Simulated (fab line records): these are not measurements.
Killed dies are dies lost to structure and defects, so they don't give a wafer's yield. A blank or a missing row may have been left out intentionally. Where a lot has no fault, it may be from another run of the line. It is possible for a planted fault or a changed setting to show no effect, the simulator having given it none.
Comparing a struck lot with a sound one || flow ritCmos || 20 out of 202 route steps
Sound: these wafers, L724.1, L724.5, L724.6. Wafers struck: L735.1, L735.5, L735.6. Last of all comes the cause.
Each step with rows lists, per side, the tool, then ch with its chambers, then its first start. Under that, the readings that differ: sound wafers || struck wafers || difference of the means || sigmas: that difference in standard deviations of wafers without a fault.
alike: same words and numbers on both sides, and readings whose means sit less than 2 such deviations apart. not compared: any withheld reading, any reading some wafer has no value for, any bound like >300 that may hide the same value, and any number with overlapping values for which the record gives no deviation.
A row with sigmas, a row that says differs or no value, or rows on one side alone: a step with any of these is where the two part. Non-overlapping numbers with no deviation appear without sigmas and do not part them. Lack of a reading on every wafer of one side parts them only where that side has two or more wafers.

first, 2 steps without rows for these wafers: RIT_NWELL_HARDBAKE_07 (time 120 s); RIT_NWELL_IMPLANT_08.
RIT_NWELL_STRIP_09: strips in O2, time 180 s.
  sound on plasmaAsher-03 ch 0,1, day 2 04:35; struck on plasmaAsher-03 ch 0,1, day 4 08:42
  alike: chamberPressureMTorr, drypumpMotorCurrentA
  not compared: rfHoursCounterH
RIT_NWELL_TW_MEAS_10:
  sound: filmMetro-04 at day 2 04:46; struck: filmMetro-02 at day 4 08:52
  alike: NWELL_TW
then, 6 steps without rows for these wafers: RIT_PWELL_HMDS_00 (prime time 60 s); RIT_PWELL_COAT_01 (resist thk 1300 nm); RIT_PWELL_SOFTBAKE_02 (time 60 s); RIT_PWELL_EXPOSE_03 (exposes mask M3, target cd 43700 nm); RIT_PWELL_PEB_04; RIT_PWELL_DEVELOP_05 (develop time 68 s).
RIT_PWELL_OVL_MEAS_06:
  sound: overlay-01 at day 2 05:43; struck: overlay-01 at day 4 10:05
  alike: PWELL_OVL
then, 1 step without rows for these wafers: RIT_PWELL_HARDBAKE_07 (time 120 s).
RIT_PWELL_IMPLANT_08:
  sound on implanter-03 ch 0, day 2 06:00; struck on implanter-03 ch 0, day 4 10:22
{"reading": "doseIonsCm2", "sound": "6.995e+13 6.995e+13 6.996e+13", "struck": "5.535e+13 5.528e+13 5.537e+13", "difference": -1.462e+13, "sigmas": "-99 or more"}
{"reading": "faradayCurrentUA", "sound": "219 223 226", "struck": "180 180 175", "difference": -44, "sigmas": -10}
RIT_PWELL_STRIP_09: strips in O2, time 180 s.
  sound on plasmaAsher-03 ch 0,1, day 2 06:09; struck on plasmaAsher-02 ch 0,1, day 4 10:31
  alike: chamberPressureMTorr, drypumpMotorCurrentA
  not compared: rfHoursCounterH
RIT_PWELL_TW_MEAS_10:
  sound: filmMetro-03 at day 2 06:19; struck: filmMetro-02 at day 4 10:42
{"reading": "PWELL_TW", "sound": "934 930 936", "struck": "874 867 874", "difference": -62, "sigmas": -9}
then, 1 step without rows for these wafers: RIT_WELLDRIVE_ANNEAL_00 (time 14700 s).
RIT_WELLDRIVE_RS_MEAS_01: the measuring method here is four-point-probe.
  sound: filmMetro-03 at day 2 13:12; struck: filmMetro-04 at day 4 15:50
  alike: NWELL_RS
RIT_WELLDRIVE_RS_MEAS_02: the measuring method here is four-point-probe.
  sound: filmMetro-03 at day 2 13:19; struck: filmMetro-04 at day 4 15:58
{"reading": "PWELL_RS (ohm/sq)", "sound": "431.8 430.0 429.4", "struck": "497.7 497.7 497.2", "difference": "+67.1", "sigmas": "+56"}
then, 1 step without rows for these wafers: RIT_NRETRO_HMDS_00 (prime time 60 s).
RIT_M1_PROBE_99:
  sound: prober-01 at day 3 18:52; struck: prober-02 at day 5 20:42
{"reading": "model.etest.nmos_0p3.rOnOhmUm", "sound": "2155 2149 2124", "struck": "2016 2019 2056", "difference": -112, "sigmas": ""}
{"reading": "model.etest.pwellPinched.rsOhmSq", "sound": "461.7 453.8 457.8", "struck": "533.7 533.3 536.8", "difference": "+76.8", "sigmas": ""}
{"reading": "model.etest.pwell.rsOhmSq", "sound": "415.7 412.8 407.8", "struck": "480.8 476.4 482.4", "difference": "+67.8", "sigmas": ""}
{"reading": "model.etest.nmosTurned.driveUaUm", "sound": "322.5 324.5 334.4", "struck": "381.5 383 365.6", "difference": "+49.6", "sigmas": ""}
{"reading": "model.etest.nmos_0p15.driveUaUm", "sound": "451.3 464.5 473.4", "struck": "516.7 515.2 499", "difference": "+47.2", "sigmas": ""}
{"reading": "model.etest.nmosNarrow.driveUaUm", "sound": "226.4 229.1 233.4", "struck": "260.9 261.4 257.3", "difference": "+30.2", "sigmas": ""}
{"reading": "model.etest.nmos_0p3.driveUaUm", "sound": "223.2 226.9 230.2", "struck": "258.6 258.4 254.8", "difference": "+30.5", "sigmas": ""}
  alike: killedAtContacts, killedAtFrontEnd, killedDies, killedOpen, killedShort
  not compared: model.etest.nmos_0p15.rOnOhmUm

## WHERE THEY PART
First at RIT_PWELL_IMPLANT_08; last, within this record, at RIT_WELLDRIVE_RS_MEAS_02. Later steps at which nothing parts them and some readings are alike: RIT_M1_PROBE_99.

WHY: whatever the simulator had introduced
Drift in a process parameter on implanter-03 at RIT_PWELL_IMPLANT_08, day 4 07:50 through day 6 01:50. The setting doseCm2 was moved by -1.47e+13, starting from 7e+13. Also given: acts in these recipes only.
